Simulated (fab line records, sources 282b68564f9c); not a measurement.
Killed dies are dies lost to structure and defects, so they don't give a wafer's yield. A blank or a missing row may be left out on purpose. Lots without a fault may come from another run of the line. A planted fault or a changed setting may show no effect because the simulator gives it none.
Which tool did it? | flow rit_cmos | 14 lots, 42 wafers sampled, at 3 steps of a route of 202

WHAT THE GAUGES READ, wafer by wafer
RIT_NWELL_TW_MEAS_10. Usual: NWELL_TW 2170, standard deviation 20.
lot  | measured    | on            | NWELL_TW       | flag
L773 | day 1 22:38 | film_metro-03 | 2169 2168 2163 |
L774 | day 2 04:07 | film_metro-03 | 2177 2174 2182 |
L776 | day 2 13:28 | film_metro-04 | 2210 2200 2193 |
L778 | day 3 01:37 | film_metro-04 | 2172 2169 2175 |
L781 | day 3 13:40 | film_metro-03 | 2263 2269 2274 | OFF
L783 | day 3 22:58 | film_metro-03 | 2257 2267 2257 | OFF
L788 | day 5 03:05 | film_metro-04 | 2192 2189 2186 |
L790 | day 5 11:12 | film_metro-04 | 2198 2193 2201 |
L791 | day 5 18:25 | film_metro-01 | 2139 2142 2152 |
L792 | day 5 21:31 | film_metro-01 | 2134 2120 2123 |
L793 | day 6 02:42 | film_metro-01 | 2146 2146 2149 |
L794 | day 6 08:31 | film_metro-01 | 2165 2140 2145 |
L795 | day 6 13:40 | film_metro-04 | 2212 2199 2188 |
L796 | day 6 19:16 | film_metro-01 | 2163 2158 2149 |

RIT_WELLDRIVE_RS_MEAS_01: measures by four-point-probe. Usual: NWELL_RS 275.8 ohm/sq, standard deviation 0.82.
lot  | measured    | on            | NWELL_RS (ohm/sq) | flag
L773 | day 2 05:28 | film_metro-04 | 275.3 276.2 275.1 |
L774 | day 2 11:30 | film_metro-01 | 275.3 275.0 275.4 |
L776 | day 2 20:54 | film_metro-01 | 276.2 275.5 275.6 |
L778 | day 3 08:27 | film_metro-01 | 276.3 275.8 275.5 |
L781 | day 3 21:18 | film_metro-03 | 272.6 272.7 272.3 | OFF
L783 | day 4 08:00 | film_metro-01 | 273.2 272.5 273.0 | OFF
L788 | day 5 10:53 | film_metro-03 | 277.0 277.0 277.3 |
L790 | day 5 20:11 | film_metro-03 | 274.6 274.7 274.9 |
L791 | day 6 02:08 | film_metro-03 | 275.2 275.1 275.4 |
L792 | day 6 04:24 | film_metro-03 | 276.2 276.6 276.9 |
L793 | day 6 09:43 | film_metro-03 | 277.0 276.2 276.5 |
L794 | day 6 16:01 | film_metro-03 | 275.2 276.2 276.0 |
L795 | day 6 21:19 | film_metro-03 | 276.8 277.5 277.5 |
L796 | day 7 03:10 | film_metro-01 | 275.4 275.9 275.9 |

WHICH TOOL RAN EACH LOT (tool, then ch and the chambers of the sampled wafers, then the start)
lot  | RIT_NWELL_IMPLANT_08
L773 | implanter-02 ch 0, day 1 22:20
L774 | implanter-02 ch 0, day 2 03:47
L776 | implanter-02 ch 0, day 2 13:09
L778 | implanter-01 ch 0, day 3 01:18
L781 | implanter-03 ch 0, day 3 13:20
L783 | implanter-03 ch 0, day 3 22:38
L788 | implanter-01 ch 0, day 5 02:45
L790 | implanter-01 ch 0, day 5 10:53
L791 | implanter-01 ch 0, day 5 18:05
L792 | implanter-02 ch 0, day 5 21:14
L793 | implanter-01 ch 0, day 6 02:23
L794 | implanter-01 ch 0, day 6 08:11
L795 | implanter-01 ch 0, day 6 13:22
L796 | implanter-01 ch 0, day 6 18:57
- RIT_NWELL_IMPLANT_08

WHAT THE TOOLS THEMSELVES READ (means of the sampled wafers that have a number; where no wafer has one, the mark that the record gives instead)
RIT_NWELL_IMPLANT_08. Usual: beam_energy_keV 170.01, standard deviation 0.055; beam_on_s 9.98 s, standard deviation 0.21.
lot  | tool         | beam_energy_keV | beam_on_s (s) | flag
L773 | implanter-02 | 170.01          | 9.93          |
L774 | implanter-02 | 169.95          | 9.62          |
L776 | implanter-02 | 169.95          | 10.07         |
L778 | implanter-01 | 169.93          | 9.87          |
L781 | implanter-03 | 214.22          | 9.89          | OFF
L783 | implanter-03 | 214.20          | 9.92          | OFF
L788 | implanter-01 | 169.96          | 10.21         |
L790 | implanter-01 | 169.98          | 9.78          |
L791 | implanter-01 | 170.01          | 10.16         |
L792 | implanter-02 | 170.04          | 9.85          |
L793 | implanter-01 | 170.14          | 9.91          |
L794 | implanter-01 | 170.03          | 9.98          |
L795 | implanter-01 | 170.00          | 9.92          |
L796 | implanter-01 | 170.07          | 9.98          |

THE ANSWER, worked out from the rows above alone
Rule: a lot is off if the mean of its wafers that have a number lies more than 3 standard deviations from the usual mean. A lot without any number at a reading at which 4 lots or more have one is off too. The other lots that the step has rows for count as sound. The gauges are gone through in route order, then the tools' own readings, and for those a lot's mean is taken as printed above. The first step at which some lot is off is used, and at that step the reading that is off furthest; a lot without a number counts as furthest.
Off: L781, L783, at RIT_NWELL_TW_MEAS_10 (NWELL_TW).
A tool fits if, at a process step before that reading, it ran every lot that is off, and no sound lot after the first of them. The gauges at RIT_NWELL_TW_MEAS_10 aren't tried: what is off there is off at RIT_NWELL_IMPLANT_08 too, on other tools, and a gauge's error can't cause that. One fits: implanter-03 at RIT_NWELL_IMPLANT_08. It ran no sound lot before its first lot that is off in this sample, so the start can't be narrowed down.
The tool's own readings at RIT_NWELL_IMPLANT_08 bear it out: on the lots that are off they differ by more than 5 times the standard deviation of the sound lots' means. beam_energy_keV reads 214.21 there against 170.01 on the sound lots.

WHAT THE SIMULATOR HAD PUT IN
Process parameter drift: implanter-03, from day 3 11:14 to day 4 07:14, at RIT_NWELL_IMPLANT_08. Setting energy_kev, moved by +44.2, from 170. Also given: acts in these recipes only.
Lots struck among those shown: L781, L783. The rule above found the same.
